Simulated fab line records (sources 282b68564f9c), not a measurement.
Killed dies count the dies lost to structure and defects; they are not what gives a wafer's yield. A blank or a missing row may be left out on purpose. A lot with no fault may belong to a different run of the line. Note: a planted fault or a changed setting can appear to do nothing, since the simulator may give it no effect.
The same fault as seen by 2 desks + flow rit-cmos + each desk has only its own numbers; what lay behind them comes last

## AT THE METROLOGY DESK
What the gauges read, lot by lot, whatever tool the lot ran on: means of the sampled wafers that have a number. Any lot whose mean is over 4 standard deviations away from the usual mean is out of limits and marked OUT; that distance is given in the brackets.
Columns: A = NRETRO_TW at RIT_NRETRO_TW_MEAS_10, usual 1046; B = cd-nm at RIT_GATE_CD_MEAS_16, usual 151.1 nm; C = SILICIDE_TI_RS at RIT_SILICIDE_RS_MEAS_02, usual 47.7 ohm/sq; D = SILICIDE_TI_THK at RIT_SILICIDE_THK_MEAS_03, usual 30.5 nm
| lot  | first seen here | A    | B     | C    | D    |
|------|-----------------|------|-------|------|------|
| L305 | day 2 08:41     | 1044 | 149.1 | 47.9 | 30.5 |
| L306 | day 2 16:08     | 1050 | 144.3 | 47.5 | 30.4 |
| L307 | day 2 20:14     | 1042 | 149.9 | 47.4 | 30.7 |
| L308 | day 2 22:37     | 1046 | 152.4 | 48.0 | 30.2 |
| L312 | day 3 22:22     | 1073 | 153.6 | 47.5 | 30.8 |
| L315 | day 4 12:27     | 1036 | 149.3 | 48.2 | 30.1 |
| L314 | day 4 12:33     | 1044 | 153.0 | 47.9 | 30.8 |
| L316 | day 4 18:35     | 1068 | 153.6 | 47.6 | 31.0 |
| L317 | day 4 19:47     | 1065 | 150.4 | 47.6 | 30.5 |
| L320 | day 5 11:56     | 1064 | 151.0 | 48.2 | 30.0 |
| L323 | day 6 01:56     | 1047 | 152.6 | 48.1 | 30.1 |
| L324 | day 6 06:18     | 1043 | 152.6 | 47.3 | 30.6 |
| L326 | day 6 18:43     | 1042 | 152.3 | 48.1 | 30.6 |
| L328 | day 7 06:46     | 1042 | 152.1 | 47.3 | 30.5 |
Finding of this desk: none of the 14 lots has anything out of limits.

## FOR THE TOOL OWNER'S DESK: implanter-04
For each lot that ran on this tool, the mean over its sampled wafers that have a number, from the tool's own readings at RIT_NRETRO_IMPLANT_08. Any lot whose mean is over 4 standard deviations away from the usual mean is out of limits and marked OUT; that distance is given in the brackets.
Columns: A = beam-energy-keV at RIT_NRETRO_IMPLANT_08, usual 70.001; B = faraday-current-uA at RIT_NRETRO_IMPLANT_08, usual 31.8
| lot  | first seen here | A                        | B    |
|------|-----------------|--------------------------|------|
| L305 | day 2 08:23     | 70.006                   | 32.9 |
| L306 | day 2 15:50     | 70.017                   | 32.0 |
| L308 | day 2 22:17     | 70.019                   | 31.0 |
| L312 | day 3 22:03     | 79.105 (+99 or more) OUT | 31.6 |
| L317 | day 4 19:29     | 79.083 (+99 or more) OUT | 31.6 |
| L328 | day 7 06:26     | 69.995                   | 32.2 |
This desk's verdict: out of limits on L312, L317, starting with L312 at day 3 22:03 (beam-energy-keV at RIT_NRETRO_IMPLANT_08). Within limits: L305, L306, L308, L328.

## PUT TOGETHER
At day 3 22:03, on L312, L317, the tool owner's desk was in a position to raise an alarm.
Metrology desk: nothing out of limits seen.
The metrology desk has L312, L317 on record, within its limits.
Of the lots named, all ran RIT_NRETRO_IMPLANT_08 on implanter-04.

## WHAT WAS PUT IN BY THE SIMULATOR
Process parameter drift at RIT_NRETRO_IMPLANT_08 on implanter-04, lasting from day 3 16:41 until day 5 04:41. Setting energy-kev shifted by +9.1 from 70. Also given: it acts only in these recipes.
Struck lots among those shown: L312, L317.
Hours from the fault's start to each desk's first reading out of limits: the tool owner's desk, 5.
